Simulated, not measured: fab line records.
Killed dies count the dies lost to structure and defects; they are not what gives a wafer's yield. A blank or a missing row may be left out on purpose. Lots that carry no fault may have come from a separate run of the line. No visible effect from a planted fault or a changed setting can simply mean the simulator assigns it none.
Lot-split experiment / flow berkeley-cmos170 / on a route of 331 steps: 5 lots, 23 wafers read

== ABOUT THE SPLIT ==
At UCB170_START_OXIDATION_02 (target thk 20 nm, ox time 1800 s), the setting temp-c was moved away from the recipe's 950 C on 15 of the 23 wafers read, by -1.5% to +2.1%. This setting was run at the recipe's value on the other wafers.

There is no step in the file separating the split from the reading.

== THE READING ==
Values of START_OXIDE_THK in nm from UCB170_START_THK_MEAS_03. On this fab line, fault-free wafers typically give 20.1 nm with a standard deviation of 0.4 nm.

wafer=L074.1; tool, chamber at the split=-, -; temp-c as run, C=963.5; against the recipe=+1.4%; START_OXIDE_THK, nm=22.9; against lot-mates on the recipe=no lot-mate on the recipe
wafer=L074.3; tool, chamber at the split=-, -; temp-c as run, C=963.5; against the recipe=+1.4%; START_OXIDE_THK, nm=23.0; against lot-mates on the recipe=no lot-mate on the recipe
wafer=L074.4; tool, chamber at the split=-, -; temp-c as run, C=963.5; against the recipe=+1.4%; START_OXIDE_THK, nm=23.2; against lot-mates on the recipe=no lot-mate on the recipe
wafer=L074.5; tool, chamber at the split=-, -; temp-c as run, C=963.5; against the recipe=+1.4%; START_OXIDE_THK, nm=23.1; against lot-mates on the recipe=no lot-mate on the recipe
wafer=L074.6; tool, chamber at the split=-, -; temp-c as run, C=963.5; against the recipe=+1.4%; START_OXIDE_THK, nm=22.8; against lot-mates on the recipe=no lot-mate on the recipe
wafer=L077.3; tool, chamber at the split=furnace-03, 0; temp-c as run, C=950; against the recipe=recipe; START_OXIDE_THK, nm=20.1; against lot-mates on the recipe=-
wafer=L077.5; tool, chamber at the split=furnace-03, 0; temp-c as run, C=950; against the recipe=recipe; START_OXIDE_THK, nm=19.7; against lot-mates on the recipe=-
wafer=L077.6; tool, chamber at the split=furnace-03, 0; temp-c as run, C=950; against the recipe=recipe; START_OXIDE_THK, nm=19.8; against lot-mates on the recipe=-
wafer=L079.1; tool, chamber at the split=-, -; temp-c as run, C=950; against the recipe=recipe; START_OXIDE_THK, nm=20.3; against lot-mates on the recipe=-
wafer=L079.2; tool, chamber at the split=-, -; temp-c as run, C=950; against the recipe=recipe; START_OXIDE_THK, nm=20.4; against lot-mates on the recipe=-
wafer=L079.4; tool, chamber at the split=-, -; temp-c as run, C=950; against the recipe=recipe; START_OXIDE_THK, nm=20.2; against lot-mates on the recipe=-
wafer=L079.5; tool, chamber at the split=-, -; temp-c as run, C=950; against the recipe=recipe; START_OXIDE_THK, nm=20.6; against lot-mates on the recipe=-
wafer=L079.6; tool, chamber at the split=-, -; temp-c as run, C=950; against the recipe=recipe; START_OXIDE_THK, nm=20.6; against lot-mates on the recipe=-
wafer=L082.2; tool, chamber at the split=-, -; temp-c as run, C=935.4; against the recipe=-1.5%; START_OXIDE_THK, nm=17.0; against lot-mates on the recipe=no lot-mate on the recipe
wafer=L082.3; tool, chamber at the split=-, -; temp-c as run, C=935.4; against the recipe=-1.5%; START_OXIDE_THK, nm=17.3; against lot-mates on the recipe=no lot-mate on the recipe
wafer=L082.4; tool, chamber at the split=-, -; temp-c as run, C=935.4; against the recipe=-1.5%; START_OXIDE_THK, nm=17.1; against lot-mates on the recipe=no lot-mate on the recipe
wafer=L082.5; tool, chamber at the split=-, -; temp-c as run, C=935.4; against the recipe=-1.5%; START_OXIDE_THK, nm=17.5; against lot-mates on the recipe=no lot-mate on the recipe
wafer=L082.6; tool, chamber at the split=-, -; temp-c as run, C=935.4; against the recipe=-1.5%; START_OXIDE_THK, nm=17.2; against lot-mates on the recipe=no lot-mate on the recipe
wafer=L083.1; tool, chamber at the split=-, -; temp-c as run, C=970.4; against the recipe=+2.1%; START_OXIDE_THK, nm=24.4; against lot-mates on the recipe=no lot-mate on the recipe
wafer=L083.2; tool, chamber at the split=-, -; temp-c as run, C=970.4; against the recipe=+2.1%; START_OXIDE_THK, nm=24.2; against lot-mates on the recipe=no lot-mate on the recipe
wafer=L083.3; tool, chamber at the split=-, -; temp-c as run, C=970.4; against the recipe=+2.1%; START_OXIDE_THK, nm=24.4; against lot-mates on the recipe=no lot-mate on the recipe
wafer=L083.4; tool, chamber at the split=-, -; temp-c as run, C=970.4; against the recipe=+2.1%; START_OXIDE_THK, nm=24.1; against lot-mates on the recipe=no lot-mate on the recipe
wafer=L083.5; tool, chamber at the split=-, -; temp-c as run, C=970.4; against the recipe=+2.1%; START_OXIDE_THK, nm=24.0; against lot-mates on the recipe=no lot-mate on the recipe

FIT RESULTS
A straight line over all 23 wafers: START_OXIDE_THK changes by +1.91 nm for each +1% of temp-c; r = +1.00; the points scatter about the line by 0.24 nm.
Too few moved wafers have a lot-mate on the recipe to fit a line with each lot's own level taken away.

== THE WHOLE CHAIN: every reading that the file lists as answering this split, in the file's order ==
step=UCB170_START_OXIDATION_02; what it does=target thk 20 nm, ox time 1800 s; reading=SiO2_of_START_OXIDATION_02.thk-nm (the simulator's own value, which no gauge read); change (the file's fit)=+1.91 nm for each +1% of the setting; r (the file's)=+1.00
step=UCB170_START_THK_MEAS_03; what it does=; reading=START_OXIDE_THK; change (the file's fit)=+1.91 for each +1% of the setting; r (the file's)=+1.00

== THE FILE'S OWN FIT ==
START_OXIDE_THK changes by +1.91 nm for each +1% of temp-c, r = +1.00.
